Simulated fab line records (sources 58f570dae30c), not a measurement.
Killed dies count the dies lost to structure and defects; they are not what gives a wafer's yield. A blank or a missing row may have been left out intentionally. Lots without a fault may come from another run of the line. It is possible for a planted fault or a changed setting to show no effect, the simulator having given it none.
fab line records / flow berkeleyCmos170
record: lots: 5 wafers: 15 lastDay: 12
route steps=331 shown PFIELD@84 FIELD@89
lots that met no fault: taken from a fault-free run of the same line
startH: hours from the record's opening day to when the first of the lot's shown wafers began / waitH: how many hours have passed since the lot's step before this one / " identical to the entry in the row above / L1.1+2: a single row standing in for several wafers / - either no value or no given start / * or withheld: withheld / < > ~ a bound
route shown NAME@n: names a module that has steps shown in the file, with the first one's number in the route / usual: the fault-free wafers' mean and standard deviation / same: alike in all rows / chamber/n: place in a boat / sites: readings site by site / _std_site: standard deviation of those values / _edge_site: mean of outer sites minus mean of inner sites / radiusMm: how far each site lies from the wafer's centre / mask NAME#n: copy n / behind: the tool/chamber that last shaped the wafer / hold: what put the lot on hold/how long, in hours/how the hold closed / device: the transistor (n, p or np) that didn't switch / end of line: the tests these same wafers got at the end of their route / a step with no rows: only its recipe / killed: the dies lost at the first sort to structure and to defects; this is not the yield of the wafer / map: the dies of a wafer, with x for killed, . for not killed, _ for no die there
set.NAME: the run value of the setting; set.NAME@STEP: its run value at that earlier step / model.NAME: the simulator's own value behind a step, which no gauge read
certain route steps with their lots: each step a table, each wafer a row
services: the hour from which a tool's chamber was out of use, counted from the record's first day as startH (under 0 if before that day), plus the number of hours and why
== steps ==
step: UCB170_PFIELD_DEVELOP_05
recipe: developer: TMAH developTimeS: 45 resist: KrF devTempC: 21
same: developTimeS: 45
lot.wafer=L074.1+2+5 tool=lithoTrack-03 chamber=0 startH=- waitH=-
lot.wafer=L075.2+4+6 tool=lithoTrack-02 chamber=0 startH=- waitH=-
lot.wafer=L083.2+3+5 tool=lithoTrack-04 chamber=0 startH=- waitH=-
lot.wafer=L085.1+2+5 tool=lithoTrack-03 chamber=0 startH=- waitH=-
lot.wafer=L096.3+4+5 tool=lithoTrack-02 chamber=0 startH=- waitH=-
step: UCB170_PFIELD_OVL_MEAS_06
usual: PFIELD_OVL: 4/5.1
lot.wafer=L074.1 tool=overlay-02 chamber=- startH=89.31 waitH=- PFIELD_OVL[nm]=7
lot.wafer=L074.2 tool=overlay-02 chamber=- startH=89.31 waitH=- PFIELD_OVL[nm]=8
lot.wafer=L074.5 tool=overlay-02 chamber=- startH=89.31 waitH=- PFIELD_OVL[nm]=2
lot.wafer=L075.2 tool=overlay-02 chamber=- startH=96.00 waitH=- PFIELD_OVL[nm]=-10
lot.wafer=L075.4 tool=overlay-02 chamber=- startH=96.00 waitH=- PFIELD_OVL[nm]=-1
lot.wafer=L075.6 tool=overlay-02 chamber=- startH=96.00 waitH=- PFIELD_OVL[nm]=-10
lot.wafer=L083.2 tool=overlay-02 chamber=- startH=137.86 waitH=- PFIELD_OVL[nm]=0
lot.wafer=L083.3 tool=overlay-02 chamber=- startH=137.86 waitH=- PFIELD_OVL[nm]=0
lot.wafer=L083.5 tool=overlay-02 chamber=- startH=137.86 waitH=- PFIELD_OVL[nm]=4
lot.wafer=L085.1 tool=overlay-02 chamber=- startH=148.43 waitH=- PFIELD_OVL[nm]=3
lot.wafer=L085.2 tool=overlay-02 chamber=- startH=148.43 waitH=- PFIELD_OVL[nm]=1
lot.wafer=L085.5 tool=overlay-02 chamber=- startH=148.43 waitH=- PFIELD_OVL[nm]=0
lot.wafer=L096.3 tool=overlay-02 chamber=- startH=208.44 waitH=- PFIELD_OVL[nm]=1
lot.wafer=L096.4 tool=overlay-02 chamber=- startH=208.44 waitH=- PFIELD_OVL[nm]=1
lot.wafer=L096.5 tool=overlay-02 chamber=- startH=208.44 waitH=- PFIELD_OVL[nm]=4
step: UCB170_PFIELD_IMPLANT_07
recipe: species: B doseCm2: 2e+13 energyKev: 80 tiltDeg: 7
lot.wafer=L074.1+2+5 tool=implanter-03 chamber=0 startH=89.34 waitH=0.0
lot.wafer=L075.2+4+6 tool=implanter-03 chamber=0 startH=96.05 waitH=0.0
lot.wafer=L083.2+3+5 tool=implanter-04 chamber=0 startH=137.91 waitH=0.0
lot.wafer=L085.1+2+5 tool=implanter-04 chamber=0 startH=148.47 waitH=0.0
lot.wafer=L096.3+4+5 tool=implanter-04 chamber=0 startH=208.51 waitH=0.1
step: UCB170_PFIELD_STRIP_08
recipe: chemistry: O2 powerW: 400 pressureMtorr: 3500 platenTempC: withheld o2FlowSccm: 400 overashFraction: 0.5
usual: drypumpMotorCurrentA: 5.7/0.53 oesProductAu: 0.735/0.005 stripTimeToEndpointS: 21.64/0.071
lot.wafer=L074.1 tool=plasmaAsher-01 chamber=1 startH=89.49 waitH=0.1 drypumpMotorCurrentA=5.2 oesProductAu=0.729 rfHoursCounterH=29 stripTimeToEndpointS=21.62
lot.wafer=L074.2 tool=plasmaAsher-01 chamber=0 startH=89.49 waitH=0.1 drypumpMotorCurrentA=5.3 oesProductAu=0.737 rfHoursCounterH=29 stripTimeToEndpointS=21.63
lot.wafer=L074.5 tool=plasmaAsher-01 chamber=1 startH=89.49 waitH=0.1 drypumpMotorCurrentA=5.2 oesProductAu=0.740 rfHoursCounterH=- stripTimeToEndpointS=21.62
lot.wafer=L075.2 tool=plasmaAsher-01 chamber=1 startH=96.18 waitH=0.1 drypumpMotorCurrentA=5.2 oesProductAu=0.729 rfHoursCounterH=30 stripTimeToEndpointS=21.69
lot.wafer=L075.4 tool=plasmaAsher-01 chamber=0 startH=96.18 waitH=0.1 drypumpMotorCurrentA=5.3 oesProductAu=0.736 rfHoursCounterH=- stripTimeToEndpointS=21.66
lot.wafer=L075.6 tool=plasmaAsher-01 chamber=0 startH=96.18 waitH=0.1 drypumpMotorCurrentA=5.3 oesProductAu=0.730 rfHoursCounterH=- stripTimeToEndpointS=21.72
lot.wafer=L083.2 tool=plasmaAsher-03 chamber=0 startH=138.04 waitH=0.1 drypumpMotorCurrentA=5.4 oesProductAu=0.744 rfHoursCounterH=2 stripTimeToEndpointS=21.56
lot.wafer=L083.3 tool=plasmaAsher-03 chamber=1 startH=138.04 waitH=0.1 drypumpMotorCurrentA=5.5 oesProductAu=0.737 rfHoursCounterH=- stripTimeToEndpointS=21.55
lot.wafer=L083.5 tool=plasmaAsher-03 chamber=1 startH=138.04 waitH=0.1 drypumpMotorCurrentA=5.5 oesProductAu=0.730 rfHoursCounterH=- stripTimeToEndpointS=21.55
lot.wafer=L085.1 tool=plasmaAsher-01 chamber=1 startH=148.62 waitH=0.1 drypumpMotorCurrentA=5.2 oesProductAu=0.733 rfHoursCounterH=35 stripTimeToEndpointS=21.72
lot.wafer=L085.2 tool=plasmaAsher-01 chamber=0 startH=148.62 waitH=0.1 drypumpMotorCurrentA=5.3 oesProductAu=0.739 rfHoursCounterH=35 stripTimeToEndpointS=21.70
lot.wafer=L085.5 tool=plasmaAsher-01 chamber=0 startH=148.62 waitH=0.1 drypumpMotorCurrentA=5.3 oesProductAu=0.729 rfHoursCounterH=- stripTimeToEndpointS=21.71
lot.wafer=L096.3 tool=plasmaAsher-04 chamber=1 startH=208.65 waitH=0.1 drypumpMotorCurrentA=6.7 oesProductAu=0.741 rfHoursCounterH=- stripTimeToEndpointS=21.64
lot.wafer=L096.4 tool=plasmaAsher-04 chamber=0 startH=208.65 waitH=0.1 drypumpMotorCurrentA=6.5 oesProductAu=0.731 rfHoursCounterH=- stripTimeToEndpointS=21.66
lot.wafer=L096.5 tool=plasmaAsher-04 chamber=0 startH=208.65 waitH=0.1 drypumpMotorCurrentA=6.5 oesProductAu=0.729 rfHoursCounterH=- stripTimeToEndpointS=21.64
step: UCB170_PFIELD_TW_MEAS_09
usual: PFIELD_TW: 595/3.3
lot.wafer=L074.1 tool=filmMetro-02 chamber=- startH=89.59 waitH=0.1 PFIELD_TW=599
lot.wafer=L074.2 tool=filmMetro-02 chamber=- startH=89.59 waitH=0.1 PFIELD_TW=601
lot.wafer=L074.5 tool=filmMetro-02 chamber=- startH=89.59 waitH=0.1 PFIELD_TW=596
lot.wafer=L075.2 tool=filmMetro-02 chamber=- startH=96.29 waitH=0.1 PFIELD_TW=598
lot.wafer=L075.4 tool=filmMetro-02 chamber=- startH=96.29 waitH=0.1 PFIELD_TW=597
lot.wafer=L075.6 tool=filmMetro-02 chamber=- startH=96.29 waitH=0.1 PFIELD_TW=599
lot.wafer=L083.2 tool=filmMetro-02 chamber=- startH=138.15 waitH=0.1 PFIELD_TW=593
lot.wafer=L083.3 tool=filmMetro-02 chamber=- startH=138.15 waitH=0.1 PFIELD_TW=595
lot.wafer=L083.5 tool=filmMetro-02 chamber=- startH=138.15 waitH=0.1 PFIELD_TW=597
lot.wafer=L085.1 tool=filmMetro-02 chamber=- startH=148.72 waitH=0.1 PFIELD_TW=598
lot.wafer=L085.2 tool=filmMetro-02 chamber=- startH=148.72 waitH=0.1 PFIELD_TW=594
lot.wafer=L085.5 tool=filmMetro-02 chamber=- startH=148.72 waitH=0.1 PFIELD_TW=597
lot.wafer=L096.3 tool=filmMetro-04 chamber=- startH=208.73 waitH=0.1 PFIELD_TW=601
lot.wafer=L096.4 tool=filmMetro-04 chamber=- startH=208.73 waitH=0.1 PFIELD_TW=600
lot.wafer=L096.5 tool=filmMetro-04 chamber=- startH=208.73 waitH=0.1 PFIELD_TW=596
step: UCB170_FIELD_CLEAN_00
recipe: chemistry: dHF dilution: 25:1 timeS: 7.5
same: timeS: 7.5
lot.wafer=L074.1+2+5 tool=wetBench-01 chamber=2 startH=89.65 waitH=0.1
lot.wafer=L075.2+4+6 tool=wetBench-02 chamber=0 startH=96.34 waitH=0.0
lot.wafer=L083.2+3+5 tool=wetBench-02 chamber=3 startH=138.20 waitH=0.0
lot.wafer=L085.1+2+5 tool=wetBench-01 chamber=3 startH=148.78 waitH=0.1
lot.wafer=L096.3+4+5 tool=wetBench-02 chamber=2 startH=208.77 waitH=0.0
step: UCB170_FIELD_OXIDATION_01
recipe: tempC: 1000 ambient: H2O pH2oTorr: 584.62 targetThkA: 5583 oxTimeS: 7492
usual: oxTempCMax: 1004.1/2.2
lot.wafer=L074.1 tool=furnace-01 chamber=0 startH=91.44 waitH=1.8 oxTempCMax=1003.9
lot.wafer=L074.2 tool=furnace-01 chamber=0 startH=91.44 waitH=1.8 oxTempCMax=1003.0
lot.wafer=L074.5 tool=furnace-01 chamber=0 startH=91.44 waitH=1.8 oxTempCMax=1003.3
lot.wafer=L075.2 tool=furnace-04 chamber=0 startH=101.40 waitH=5.1 oxTempCMax=1007.9
lot.wafer=L075.4 tool=furnace-04 chamber=0 startH=101.40 waitH=5.1 oxTempCMax=1008.5
lot.wafer=L075.6 tool=furnace-04 chamber=0 startH=101.40 waitH=5.1 oxTempCMax=1010.5
lot.wafer=L083.2 tool=furnace-04 chamber=0 startH=143.61 waitH=5.4 oxTempCMax=1009.6
lot.wafer=L083.3 tool=furnace-04 chamber=0 startH=143.61 waitH=5.4 oxTempCMax=1008.0
lot.wafer=L083.5 tool=furnace-04 chamber=0 startH=143.61 waitH=5.4 oxTempCMax=1007.9
lot.wafer=L085.1 tool=furnace-01 chamber=0 startH=152.16 waitH=3.4 oxTempCMax=1002.6
lot.wafer=L085.2 tool=furnace-01 chamber=0 startH=152.16 waitH=3.4 oxTempCMax=1003.1
lot.wafer=L085.5 tool=furnace-01 chamber=0 startH=152.16 waitH=3.4 oxTempCMax=1003.5
lot.wafer=L096.3 tool=furnace-02 chamber=0 startH=209.30 waitH=0.5 oxTempCMax=1004.5
lot.wafer=L096.4 tool=furnace-02 chamber=0 startH=209.30 waitH=0.5 oxTempCMax=1001.9
lot.wafer=L096.5 tool=furnace-02 chamber=0 startH=209.30 waitH=0.5 oxTempCMax=1003.1
step: UCB170_FIELD_THK_MEAS_02
recipe: reads: SiO2_of_FIELD_OXIDATION_01
usual: FIELD_OXIDE_THK: 572/10
lot.wafer=L074.1 tool=filmMetro-02 chamber=- startH=94.46 waitH=0.0 FIELD_OXIDE_THK[nm]=564
lot.wafer=L074.2 tool=filmMetro-02 chamber=- startH=94.46 waitH=0.0 FIELD_OXIDE_THK[nm]=557
lot.wafer=L074.5 tool=filmMetro-02 chamber=- startH=94.46 waitH=0.0 FIELD_OXIDE_THK[nm]=563
lot.wafer=L075.2 tool=filmMetro-01 chamber=- startH=104.41 waitH=0.0 FIELD_OXIDE_THK[nm]=571
lot.wafer=L075.4 tool=filmMetro-01 chamber=- startH=104.41 waitH=0.0 FIELD_OXIDE_THK[nm]=572
lot.wafer=L075.6 tool=filmMetro-01 chamber=- startH=104.41 waitH=0.0 FIELD_OXIDE_THK[nm]=570
lot.wafer=L083.2 tool=filmMetro-04 chamber=- startH=146.62 waitH=0.0 FIELD_OXIDE_THK[nm]=584
lot.wafer=L083.3 tool=filmMetro-04 chamber=- startH=146.62 waitH=0.0 FIELD_OXIDE_THK[nm]=582
lot.wafer=L083.5 tool=filmMetro-04 chamber=- startH=146.62 waitH=0.0 FIELD_OXIDE_THK[nm]=574
lot.wafer=L085.1 tool=filmMetro-02 chamber=- startH=155.16 waitH=0.0 FIELD_OXIDE_THK[nm]=553
lot.wafer=L085.2 tool=filmMetro-02 chamber=- startH=155.16 waitH=0.0 FIELD_OXIDE_THK[nm]=566
lot.wafer=L085.5 tool=filmMetro-02 chamber=- startH=155.16 waitH=0.0 FIELD_OXIDE_THK[nm]=563
lot.wafer=L096.3 tool=filmMetro-04 chamber=- startH=212.43 waitH=0.1 FIELD_OXIDE_THK[nm]=578
lot.wafer=L096.4 tool=filmMetro-04 chamber=- startH=212.43 waitH=0.1 FIELD_OXIDE_THK[nm]=571
lot.wafer=L096.5 tool=filmMetro-04 chamber=- startH=212.43 waitH=0.1 FIELD_OXIDE_THK[nm]=575
step: UCB170_FIELD_ANNEAL_03
recipe: tempC: 1000 timeS: 1200 ambient: N2
same: timeS: 1200
lot.wafer=L074.1+2+5 tool=furnace-02 chamber=0 startH=99.50 waitH=5.0
lot.wafer=L075.2+4+6 tool=furnace-01 chamber=0 startH=107.21 waitH=2.8
lot.wafer=L083.2+3+5 tool=furnace-01 chamber=0 startH=150.82 waitH=4.2
lot.wafer=L085.1+2+5 tool=furnace-04 chamber=0 startH=157.81 waitH=2.6
lot.wafer=L096.3+4+5 tool=furnace-02 chamber=0 startH=217.55 waitH=5.1
step: UCB170_FIELD_WET_ETCH_04
recipe: chemistry: dHF dilution: 10:1 target: SiO2 tempC: 25 timeS: 60
same: timeS: 60
lot.wafer=L074.1+2+5 tool=wetBench-02 chamber=0 startH=100.83 waitH=0.0
lot.wafer=L075.2+4+6 tool=wetBench-02 chamber=2 startH=108.55 waitH=0.0
lot.wafer=L083.2+3+5 tool=wetBench-02 chamber=2 startH=152.16 waitH=0.0
lot.wafer=L085.1+2+5 tool=wetBench-02 chamber=1 startH=159.14 waitH=0.0
lot.wafer=L096.3+4+5 tool=wetBench-02 chamber=1 startH=218.88 waitH=0.0
step: UCB170_FIELD_WET_ETCH_05
recipe: chemistry: H3PO4 target: Si3N4 tempC: 160 timeS: 12600
same: timeS: 12600
lot.wafer=L074.1+2+5 tool=wetBench-02 chamber=2 startH=100.86 waitH=0.0
lot.wafer=L075.2+4+6 tool=wetBench-02 chamber=3 startH=108.57 waitH=0.0
lot.wafer=L083.2+3+5 tool=wetBench-02 chamber=0 startH=152.18 waitH=0.0
lot.wafer=L085.1+2+5 tool=wetBench-02 chamber=1 startH=159.17 waitH=0.0
lot.wafer=L096.3+4+5 tool=wetBench-04 chamber=2 startH=218.90 waitH=0.0
step: UCB170_FIELD_WET_ETCH_06
recipe: chemistry: BOE dilution: 5:1 target: SiO2 tempC: 25 timeS: 22
same: timeS: 22
lot.wafer=L074.1+2+5 tool=wetBench-02 chamber=2 startH=104.69 waitH=0.0
lot.wafer=L075.2+4+6 tool=wetBench-02 chamber=1 startH=112.14 waitH=0.1
lot.wafer=L083.2+3+5 tool=wetBench-02 chamber=3 startH=155.69 waitH=0.0
lot.wafer=L085.1+2+5 tool=wetBench-02 chamber=1 startH=162.86 waitH=0.2
lot.wafer=L096.3+4+5 tool=wetBench-04 chamber=1 startH=222.88 waitH=0.2
== services ==
tool=furnace-01 chamber=- startH=94.44 hours=3.1 kind=pm
tool=implanter-03 chamber=- startH=107.87 hours=0.9 kind=repair
tool=furnace-01 chamber=- startH=108.55 hours=3.9 kind=pm
tool=plasmaAsher-03 chamber=- startH=108.83 hours=9.0 kind=pm
tool=plasmaAsher-03 chamber=0 startH=108.83 hours=9.0 kind=ventCycle
tool=plasmaAsher-03 chamber=1 startH=108.83 hours=9.0 kind=ventCycle
tool=plasmaAsher-03 chamber=0 startH=117.83 hours=- kind=clean
tool=plasmaAsher-03 chamber=1 startH=117.83 hours=- kind=clean
tool=implanter-03 chamber=- startH=126.09 hours=0.6 kind=repair
tool=implanter-03 chamber=- startH=130.91 hours=2.7 kind=repair
tool=plasmaAsher-03 chamber=- startH=154.15 hours=3.3 kind=repair
tool=plasmaAsher-03 chamber=- startH=162.80 hours=0.8 kind=repair
tool=furnace-01 chamber=- startH=172.64 hours=8.9 kind=repair
tool=furnace-02 chamber=- startH=190.27 hours=15.7 kind=pm
tool=plasmaAsher-04 chamber=- startH=202.83 hours=3.1 kind=repair
== key ==
fault none
